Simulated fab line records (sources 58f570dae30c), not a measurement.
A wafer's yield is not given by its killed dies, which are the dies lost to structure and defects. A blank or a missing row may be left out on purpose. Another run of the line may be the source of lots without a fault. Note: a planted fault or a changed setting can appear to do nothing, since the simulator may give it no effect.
A lot that was struck, set against a sound lot    flow berkeley-cmos170    14 out of 331 route steps
Sound: these wafers, L415.1, L415.2, L415.6. Wafers L410.3, L410.4, L410.5 were the ones struck. Last of all comes the cause.
For every step that has rows: the tool of each side, followed by ch and its chambers, followed by its first start. Under that, the readings that differ: sound wafers    struck wafers    difference of the means    sigmas: that difference in standard deviations of wafers without a fault.
alike: readings whose means differ by less than 2 such deviations, and words and numbers that are the same on both sides. not compared: withheld readings, readings that some wafer has no value for, bounds like >300 that may hide the same value, and numbers for which the record gives no deviation and whose values overlap.
A row with sigmas, a row that says differs or no value, or rows on one side alone: a step with any of these is where the two part. When numbers do not overlap yet have no deviation, they are printed without sigmas and do not part them. Lack of a reading on every wafer of one side parts them only where that side has two or more wafers.

first, 3 steps without rows for these wafers: UCB170_PSD_EXPOSE_03 (exposes mask PSELECT MOD, target cd 1200 nm); UCB170_PSD_PEB_04; UCB170_PSD_DEVELOP_05 (develop time 45 s).
UCB170_PSD_CD_MEAS_06: the cd target is 1200 nm.
  sound on cd-sem-02, day 8 21:35; struck on cd-sem-01, day 8 08:31
  alike: cd-nm
UCB170_PSD_OVL_MEAS_07:
  sound on overlay-01, day 8 21:42; struck on overlay-02, day 8 08:37
  alike: PSD_OVL
after that, 1 step had no rows for these wafers: UCB170_PSD_IMPLANT_08.
UCB170_PSD_STRIP_09: strips in O2.
  sound on plasma-asher-01 ch 0,1, day 8 21:53; struck on plasma-asher-01 ch 0,1, day 8 08:49
  alike: chamber-pressure-mTorr, drypump-motor-current-A, oes-product-au, strip-time-to-endpoint-s
  not compared: rf-hours-counter-h
UCB170_PSD_TW_MEAS_10:
  sound on film-metro-04, day 8 21:59; struck on film-metro-02, day 8 08:55
reading  sound           struck          difference  sigmas
PSD_TW   2381 2393 2381  2310 2313 2303  -76         -2
then, 4 steps without rows for these wafers: UCB170_PSD_CLEAN_11 (cleans in SPM, time 600 s); UCB170_NSD_HMDS_00 (prime time 60 s); UCB170_NSD_COAT_01 (resist thk 900 nm); UCB170_NSD_SOFTBAKE_02 (time 60 s).
UCB170_NSD_EXPOSE_03: exposes mask NSELECT MOD, target cd 1200 nm.
  sound on krf-scanner-02 ch 0, day 8 23:04; struck on krf-scanner-02, day 8 09:37
  no value came back on the struck wafers for exposure-dose-mJ-cm2, focus-offset-nm (nm); on the sound wafers exposure-dose-mJ-cm2 reads 29.98 29.96 29.96
  alike: mask
after that, 1 step had no rows for these wafers: UCB170_NSD_PEB_04.

== WHERE THEY PART ==
At UCB170_PSD_TW_MEAS_10 first; at UCB170_NSD_EXPOSE_03 last (within this record only).

WHY: whatever the simulator had introduced
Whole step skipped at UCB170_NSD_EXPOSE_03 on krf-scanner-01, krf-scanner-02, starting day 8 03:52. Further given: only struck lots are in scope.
